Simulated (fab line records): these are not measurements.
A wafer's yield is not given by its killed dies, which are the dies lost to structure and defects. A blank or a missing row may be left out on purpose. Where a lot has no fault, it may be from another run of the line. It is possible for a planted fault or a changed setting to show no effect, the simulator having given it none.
Which tool was responsible? + flow berkeley_cmos170 + 39 wafers from 13 lots sampled at 3 of the route's 331 steps

## WHAT THE GAUGES SHOWED, per wafer
UCB170_SILICIDE_RS_MEAS_02: measures by four-point-probe. Usual: SILICIDE_TI_RS gives 25.0 ohm/sq (standard deviation 0.33).
| lot  | measured     | on            | SILICIDE_TI_RS (ohm/sq) | flag |
|------|--------------|---------------|-------------------------|------|
| L173 | day 8 07:34  | film_metro-03 | 25.2 24.9 25.0          |      |
| L171 | day 8 08:00  | film_metro-03 | 24.9 24.6 24.6          |      |
| L176 | day 9 08:14  | film_metro-02 | 24.8 25.1 25.0          |      |
| L175 | day 9 08:43  | film_metro-02 | 25.1 29.4 25.5          | OFF  |
| L184 | day 10 17:32 | film_metro-04 | 25.1 25.0 24.9          |      |
| L183 | day 10 17:59 | film_metro-03 | 25.3 25.2 25.0          |      |
| L186 | day 11 06:33 | film_metro-03 | 24.9 24.4 25.0          |      |
| L187 | day 12 02:12 | film_metro-03 | 24.9 24.8 25.0          |      |
| L192 | day 12 10:59 | film_metro-03 | 24.7 25.1 25.0          |      |
| L188 | day 12 11:03 | film_metro-02 | 24.7 25.1 24.7          |      |
| L190 | day 12 11:50 | film_metro-04 | 25.3 25.1 24.9          |      |
| L191 | day 12 12:16 | film_metro-03 | 24.9 24.6 24.8          |      |
| L189 | day 12 13:53 | film_metro-02 | 24.8 24.9 24.7          |      |

UCB170_SILICIDE_THK_MEAS_03: measures by xrf. Usual: SILICIDE_TI_THK gives 31.3 nm (standard deviation 0.39).
| lot  | measured     | on            | SILICIDE_TI_THK (nm) | flag |
|------|--------------|---------------|----------------------|------|
| L173 | day 8 07:40  | film_metro-03 | 31.1 31.4 31.2       |      |
| L171 | day 8 08:07  | film_metro-03 | 31.3 31.6 31.6       |      |
| L176 | day 9 08:22  | film_metro-02 | 31.4 31.2 31.4       |      |
| L175 | day 9 08:50  | film_metro-02 | 31.1 27.1 30.5       | OFF  |
| L184 | day 10 17:40 | film_metro-04 | 31.4 31.7 31.7       |      |
| L183 | day 10 18:06 | film_metro-03 | 30.7 30.9 31.3       |      |
| L186 | day 11 06:39 | film_metro-03 | 31.2 31.9 31.2       |      |
| L187 | day 12 02:19 | film_metro-03 | 31.4 31.6 31.2       |      |
| L192 | day 12 11:06 | film_metro-03 | 31.7 31.0 31.3       |      |
| L188 | day 12 11:10 | film_metro-02 | 31.7 31.5 31.8       |      |
| L190 | day 12 11:58 | film_metro-04 | 31.1 31.4 31.6       |      |
| L191 | day 12 12:23 | film_metro-03 | 31.3 31.7 31.6       |      |
| L189 | day 12 14:00 | film_metro-02 | 31.6 31.7 31.7       |      |

## WHAT TOOL EACH LOT RAN ON (gives the tool, then ch and the chambers of the sampled wafers, and finally the start)
| lot  | UCB170_SILICIDE_SPUTTER_01   |
|------|------------------------------|
| L173 | pvd_sputter-04, day 8 07:30  |
| L171 | pvd_sputter-02, day 8 07:57  |
| L176 | pvd_sputter-01, day 9 08:08  |
| L175 | pvd_sputter-02, day 9 08:40  |
| L184 | pvd_sputter-04, day 10 17:31 |
| L183 | pvd_sputter-01, day 10 17:56 |
| L186 | pvd_sputter-01, day 11 06:29 |
| L187 | pvd_sputter-01, day 12 02:10 |
| L192 | pvd_sputter-04, day 12 10:57 |
| L188 | pvd_sputter-01, day 12 11:01 |
| L190 | pvd_sputter-02, day 12 11:49 |
| L191 | pvd_sputter-04, day 12 12:14 |
| L189 | pvd_sputter-01, day 12 13:50 |
- UCB170_SILICIDE_SPUTTER_01: material Ti, target thk 30 nm, time 25 s.

## WHAT THE TOOLS THEMSELVES READ (means of the sampled wafers that have a number; where no wafer has one, the mark that the record gives instead)
UCB170_SILICIDE_SPUTTER_01. Usual: throttle_valve_pct reads 30.1 % (standard deviation 0.5).
| lot  | tool           | throttle_valve_pct (%) | flag |
|------|----------------|------------------------|------|
| L173 | pvd_sputter-04 | 30.4                   |      |
| L171 | pvd_sputter-02 | 29.9                   |      |
| L176 | pvd_sputter-01 | 29.9                   |      |
| L175 | pvd_sputter-02 | 30.3                   |      |
| L184 | pvd_sputter-04 | 31.0                   |      |
| L183 | pvd_sputter-01 | 29.8                   |      |
| L186 | pvd_sputter-01 | 30.0                   |      |
| L187 | pvd_sputter-01 | 30.1                   |      |
| L192 | pvd_sputter-04 | 30.6                   |      |
| L188 | pvd_sputter-01 | 29.8                   |      |
| L190 | pvd_sputter-02 | 29.7                   |      |
| L191 | pvd_sputter-04 | 30.4                   |      |
| L189 | pvd_sputter-01 | 30.0                   |      |

## THE ANSWER, worked out from the rows above alone
Rule: take the mean of a lot's wafers that have a number; if it is more than 3 standard deviations from the usual mean, the lot is off. A lot without any number at a reading at which 4 lots or more have one is off too. Any other lot the step has rows for is counted as sound. First the gauges in route order, then the tools' own readings, where a lot's mean is used as printed above. At the first step where some lot is off, the reading lying furthest off is the one used; lots without a number count as furthest.
Off: at UCB170_SILICIDE_RS_MEAS_02 (SILICIDE_TI_RS), L175.
If a tool, at a process step before that reading, ran all the lots that are off and no sound lot after the first of them, it fits. Gauges at UCB170_SILICIDE_RS_MEAS_02: tried the same way as those tools. Not one of the candidates tried fits.

## WHAT THE SIMULATOR HAD PUT IN
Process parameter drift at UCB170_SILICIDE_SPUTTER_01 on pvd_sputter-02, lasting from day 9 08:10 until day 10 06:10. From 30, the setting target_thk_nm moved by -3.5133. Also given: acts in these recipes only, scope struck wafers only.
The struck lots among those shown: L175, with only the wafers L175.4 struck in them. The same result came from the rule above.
